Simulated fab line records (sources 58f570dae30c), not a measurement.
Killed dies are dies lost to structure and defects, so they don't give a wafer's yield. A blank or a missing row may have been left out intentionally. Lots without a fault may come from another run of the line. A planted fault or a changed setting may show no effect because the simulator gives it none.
One fault through the eyes of 2 desks :: flow berkeley cmos170 :: each desk has only its own numbers; what lay behind them comes last

## FROM THE METROLOGY DESK
Lot by lot, what the gauges showed, no matter which tool ran the lot: averages of those sampled wafers that carry a number. Any lot whose mean is over 4 standard deviations away from the usual mean is out of limits and marked OUT; that distance is given in the brackets.
Columns: A = WELLDRIVE_OXIDE_THK at UCB170_WELLDRIVE_THK_MEAS_02, usual 199 nm; B = ACTIVE_NITRIDE_THK at UCB170_ACTIVE_THK_MEAS_06, usual 219.5 nm; C = GATE_OXIDE_THK at UCB170_GATE_THK_MEAS_02, usual 6.64 nm; D = cd nm at UCB170_NLDD_CD_MEAS_06, usual 1199.6 nm
lot: L634
first seen here: day 3 17:33
A: 199
B: 218.6
C: 6.72
D: 1201.1

lot: L643
first seen here: day 5 12:43
A: 198
B: 223.5
C: 6.55
D: 1198.3

lot: L644
first seen here: day 6 01:08
A: 121 (-20) OUT
B: 220.6
C: 6.72
D: 1196.5

lot: L645
first seen here: day 6 01:08
A: 125 (-19) OUT
B: 222.7
C: 6.58
D: 1201.9

lot: L646
first seen here: day 6 08:11
A: 188
B: 220.3
C: 6.60
D: 1200.8

lot: L647
first seen here: day 6 08:12
A: 196
B: 221.9
C: 6.59
D: 1200.3

lot: L648
first seen here: day 6 20:03
A: 198
B: 218.2
C: 6.78
D: 1198.3

lot: L649
first seen here: day 7 02:07
A: 201
B: 220.7
C: 6.80
D: 1199.8

lot: L651
first seen here: day 7 10:58
A: 198
B: 219.8
C: 6.73
D: 1200.5

lot: L650
first seen here: day 7 17:13
A: 201
B: 219.4
C: 6.62
D: 1199.9

lot: L653
first seen here: day 8 00:05
A: 201
B: 218.4
C: 6.58
D: 1199.3

lot: L654
first seen here: day 8 00:05
A: 202
B: 219.8
C: 6.38
D: 1198.4

lot: L657
first seen here: day 8 15:11
A: 201
B: 217.5
C: 6.66
D: 1200.5

lot: L656
first seen here: day 8 15:17
A: 198
B: 221.9
C: 6.74
D: 1197.8
This desk's finding: out of limits on L644, L645; first on L644, day 6 01:08 (WELLDRIVE_OXIDE_THK at UCB170_WELLDRIVE_THK_MEAS_02). L634, L643, L646, L647, L648, L649, L651, L650, L653, L654, L657, L656: within limits.

## TOOL OWNER'S DESK, furnace-04
The tool's own readings at UCB170_WELLDRIVE_OXIDATION_01 (target thk 199 nm, ox time 9000 s): means of the sampled wafers that have a number, for each lot that ran on this tool. Any lot whose mean is over 4 standard deviations away from the usual mean is out of limits and marked OUT; that distance is given in the brackets.
Columns: A = spike tc source C at UCB170_WELLDRIVE_OXIDATION_01, usual 1125 C; B = zone power source pct at UCB170_WELLDRIVE_OXIDATION_01, usual 40.4 %
lot: L634
first seen here: day 3 14:03
A: 1128
B: 44.7

lot: L643
first seen here: day 5 09:12
A: 1127
B: 44.4

lot: L644
first seen here: day 5 21:37
A: 1127
B: 44.8

lot: L645
first seen here: day 5 21:37
A: 1127
B: 44.1
Result from this desk: across the 4 lots, nothing is out of limits.

## BROUGHT TOGETHER
An alarm was possible from the metrology desk at day 6 01:08, on L644, L645.
Nothing out of limits was seen by the tool owner's desk.
On record at the tool owner's desk: L644, L645, within its limits.
On furnace-04, each named lot ran UCB170_WELLDRIVE_OXIDATION_01.

## WHAT HAD BEEN PUT IN BY THE SIMULATOR
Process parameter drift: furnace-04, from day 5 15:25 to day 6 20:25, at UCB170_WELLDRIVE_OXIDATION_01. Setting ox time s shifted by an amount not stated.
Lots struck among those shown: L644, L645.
Per desk, hours elapsed from the start of the fault to the first reading out of limits: for the metrology desk, 10.
